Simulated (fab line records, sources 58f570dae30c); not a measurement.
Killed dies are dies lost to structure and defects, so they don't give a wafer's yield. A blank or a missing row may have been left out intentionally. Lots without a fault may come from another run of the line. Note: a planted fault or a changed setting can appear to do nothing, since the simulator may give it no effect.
Problem report, 8D (eight disciplines) form, completed by code    flow berkeley cmos170    the parts of the form that need people (team, actions taken, sign-off) are left out

1. THE ISSUE
Across 9 wafers from 3 lots, PLDD_OVL at UCB170_PLDD_OVL_MEAS_07 averages 317 nm, while fault-free wafers read -1 nm with a standard deviation of 5.4. Relative to the usual mean, that is a shift of +59 standard deviations.
First observed at day 10 00:15: wafer L483.2, on overlay-02. The record has a number at this step for 45 wafers belonging to 15 lots. The rule behind "out" and "out of limits": a value lying over 4 standard deviations away from the usual mean. All remaining wafers that have a number are taken as sound.

2. WHAT IT IS; WHAT IT IS NOT
question                     is                      is not
which readings at this step  PLDD_OVL                -
which lots                   L483, L487, L490        L469, L471, L472, L474, L475, L477, L478, L479, L481, L485, L489, L492
which wafers of those lots   all that have a number  -
read on which gauges         overlay-02              overlay-01
when                         from day 10 00:15       up to then (27 sound wafers); but 9 sound wafers of L485, L489, L492 came after

3. SUSPECTS, AND WHAT RULES EACH OUT
Counting: any tool at a process step up to the reading is kept as a suspect provided that every lot that is out went through it and no sound lot did after the first of them.
- the gauge at UCB170_PLDD_OVL_MEAS_07: kept. All the wafers that are out were read on overlay-02, and no step on other tools shows them out.
- krf scanner-02 at UCB170_PLDD_EXPOSE_03 (exposes mask PSELECT, target cd 1200 nm): kept. It ran every lot that is out, first L483 (day 9 23:46), and no sound lot after that; its last sound lot up to then is L481 (day 9 07:12).
After counting, krf scanner-02 at UCB170_PLDD_EXPOSE_03 and overlay-02 at UCB170_PLDD_OVL_MEAS_07 remain.

4. THE CAUSE (what the simulator had put in)
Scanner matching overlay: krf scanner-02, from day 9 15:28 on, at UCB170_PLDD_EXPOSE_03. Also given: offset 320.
Of the 2 suspects that counting leaves, this tool is one.

5. THE EFFECT CHAIN, in route order
Each row: a reading where the mean over the struck wafers with a number is more than 3 standard deviations away from the usual. Only readings for which the record gives a usual standard deviation are gone through. hours: the time from each lot's start at the first step in this table that gives one to its start at this step, as a median over the lots. sigmas: the change in usual standard deviations.
hours  step                     reading   usual  on struck wafers  change  sigmas
0      UCB170_PLDD_OVL_MEAS_07  PLDD_OVL  -1 nm  317               +318    +59

6. WHAT WOULD HAVE CAUGHT IT SOONER
The first out-of-limits reading at a measuring or inspecting step in this record came at day 10 00:15, 9 hours after the fault's start at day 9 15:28.
L487, L490, from the lots that are out (3), started UCB170_PLDD_EXPOSE_03 on krf scanner-02 later than day 10 00:15. A hold on the tool at that time would have spared those 2.
